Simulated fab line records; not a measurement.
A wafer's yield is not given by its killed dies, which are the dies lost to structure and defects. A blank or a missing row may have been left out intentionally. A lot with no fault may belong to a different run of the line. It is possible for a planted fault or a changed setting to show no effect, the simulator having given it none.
2 desks looking at one fault | flow rit cmos | only its own numbers are on each desk; what lay behind them is given at the end

== THE METROLOGY DESK ==
What the gauges read for every lot (on any tool): the sampled wafers with a number, averaged. If a lot's mean is further than 4 standard deviations from the usual mean, the lot is out of limits and carries the mark OUT (the distance appears in the brackets).
Columns: A = cd nm at RIT_GATE_CD_MEAS_90, usual 149.6 nm; B = NSD_OVL at RIT_NSD_OVL_MEAS_06, usual 0.5 nm
lot  | first seen here | A     | B
L238 | day 2 22:28     | 151.5 | 0.2
L239 | day 3 03:52     | 147.7 | 2.1
L240 | day 3 08:55     | 152.5 | 0.5
L241 | day 3 16:21     | 150.7 | 0.4
L242 | day 3 19:26     | 146.8 | -1.1
L245 | day 4 10:05     | 147.5 | -1.0
L246 | day 4 15:51     | 148.7 | 1.1
L247 | day 4 23:50     | 153.2 | 0.7
L248 | day 5 04:16     | 151.2 | 2.4
L249 | day 5 10:28     | 150.4 | 0.7
L252 | day 5 22:30     | 145.8 | 1.1
L255 | day 6 13:01     | 152.9 | 2.2
L256 | day 6 16:23     | 150.0 | 3.3
L257 | day 6 22:52     | 151.9 | -0.4
Finding of this desk: none of the 14 lots has anything out of limits.

== FOR THE TOOL OWNER'S DESK: litho track-04 ==
The tool's own readings at RIT_PSD_HMDS_00 (prime time 60 s): means of the sampled wafers that have a number, for each lot that ran on this tool. If a lot's mean is further than 4 standard deviations from the usual mean, the lot is out of limits and carries the mark OUT (the distance appears in the brackets).
Columns: A = prime temp c at RIT_PSD_HMDS_00, usual 140.01 C
lot  | first seen here | A
L240 | day 3 18:49     | 140.08
L242 | day 4 05:48     | 140.11
L248 | day 5 15:13     | 139.94
L249 | day 5 20:46     | 139.86
L255 | day 6 23:30     | 143.30 (+25) OUT
L256 | day 7 02:29     | 143.19 (+24) OUT
This desk's finding: out of limits on L255, L256; first on L255, day 6 23:30 (prime temp c at RIT_PSD_HMDS_00). L240, L242, L248, L249 stayed within limits.

== TAKEN TOGETHER ==
The tool owner's desk had the chance to raise an alarm at day 6 23:30 on L255, L256.
The metrology desk saw nothing out of limits.
The metrology desk has L255, L256 on record, within its limits.
RIT_PSD_HMDS_00 was run on litho track-04 by each of the lots named.

== WHAT WAS PUT IN BY THE SIMULATOR ==
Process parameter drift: litho track-04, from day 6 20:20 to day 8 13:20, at RIT_PSD_HMDS_00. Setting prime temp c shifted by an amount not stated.
Struck lots among those shown: L255, L256.
Delay in hours, fault start to first out-of-limits reading, by desk: the tool owner's desk at 3.
